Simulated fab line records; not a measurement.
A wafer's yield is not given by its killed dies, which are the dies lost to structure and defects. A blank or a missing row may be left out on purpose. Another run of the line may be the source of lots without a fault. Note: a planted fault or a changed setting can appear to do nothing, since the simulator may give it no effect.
Split-lot experiment    flow berkeley-cmos170    route with 331 steps; 5 lots, 23 wafers read

## THE SPLIT
At UCB170_WELLDRIVE_OXIDATION_01 (target thk 199 nm, ox time 9000 s), the setting temp-c was moved away from the recipe's 1100 C on 15 of the 23 wafers read, by -1.5% to +2.7%. For the rest of the wafers, this setting stayed at what the recipe calls for.

Split to reading: the file shows no intervening step.

## THE READING
Values of WELLDRIVE_OXIDE_THK in nm from UCB170_WELLDRIVE_THK_MEAS_02. Typical for fault-free wafers on this fab line: 197 nm, with standard deviation 3.3 nm.

wafer   tool, chamber at the split  temp-c as run, C  against the recipe  WELLDRIVE_OXIDE_THK, nm  against lot-mates on the recipe
L075.1  -, -                        1083              -1.5%               184                      no lot-mate on the recipe
L075.3  -, -                        1083              -1.5%               181                      no lot-mate on the recipe
L075.4  -, -                        1083              -1.5%               179                      no lot-mate on the recipe
L075.5  -, -                        1083              -1.5%               183                      no lot-mate on the recipe
L075.6  -, -                        1083              -1.5%               180                      no lot-mate on the recipe
L077.1  -, -                        1130              +2.7%               226                      no lot-mate on the recipe
L077.2  -, -                        1130              +2.7%               225                      no lot-mate on the recipe
L077.3  -, -                        1130              +2.7%               228                      no lot-mate on the recipe
L077.4  -, -                        1130              +2.7%               225                      no lot-mate on the recipe
L077.5  -, -                        1130              +2.7%               224                      no lot-mate on the recipe
L078.1  furnace-02, 0               1100              recipe              196                      -
L078.3  furnace-02, 0               1100              recipe              197                      -
L078.6  furnace-02, 0               1100              recipe              196                      -
L080.1  -, -                        1116              +1.5%               213                      no lot-mate on the recipe
L080.2  -, -                        1116              +1.5%               218                      no lot-mate on the recipe
L080.3  -, -                        1116              +1.5%               213                      no lot-mate on the recipe
L080.4  -, -                        1116              +1.5%               214                      no lot-mate on the recipe
L080.5  -, -                        1116              +1.5%               211                      no lot-mate on the recipe
L082.1  -, -                        1100              recipe              202                      -
L082.2  -, -                        1100              recipe              202                      -
L082.3  -, -                        1100              recipe              204                      -
L082.5  -, -                        1100              recipe              203                      -
L082.6  -, -                        1100              recipe              198                      -

FIT RESULTS
A straight line over all 23 wafers: WELLDRIVE_OXIDE_THK changes by +10.3 nm for each +1% of temp-c; r = +0.99; the points scatter about the line by 2.7 nm.
Too few moved wafers with a lot-mate on the recipe to fit a line net of each lot's own level.

## THE WHOLE CHAIN: every reading that the file lists as answering this split, in the file's order
step                           what it does                       reading                                                                                 change (the file's fit)               r (the file's)
UCB170_WELLDRIVE_OXIDATION_01  target thk 199 nm, ox time 9000 s  SiO2_of_WELLDRIVE_OXIDATION_01.thk-nm (the simulator's own value, which no gauge read)  +10.3 nm for each +1% of the setting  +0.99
UCB170_WELLDRIVE_THK_MEAS_02                                      WELLDRIVE_OXIDE_THK                                                                     +10.3 for each +1% of the setting     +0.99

## THE FILE'S OWN FIT
WELLDRIVE_OXIDE_THK changes by +10.3 nm for each +1% of temp-c, r = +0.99.
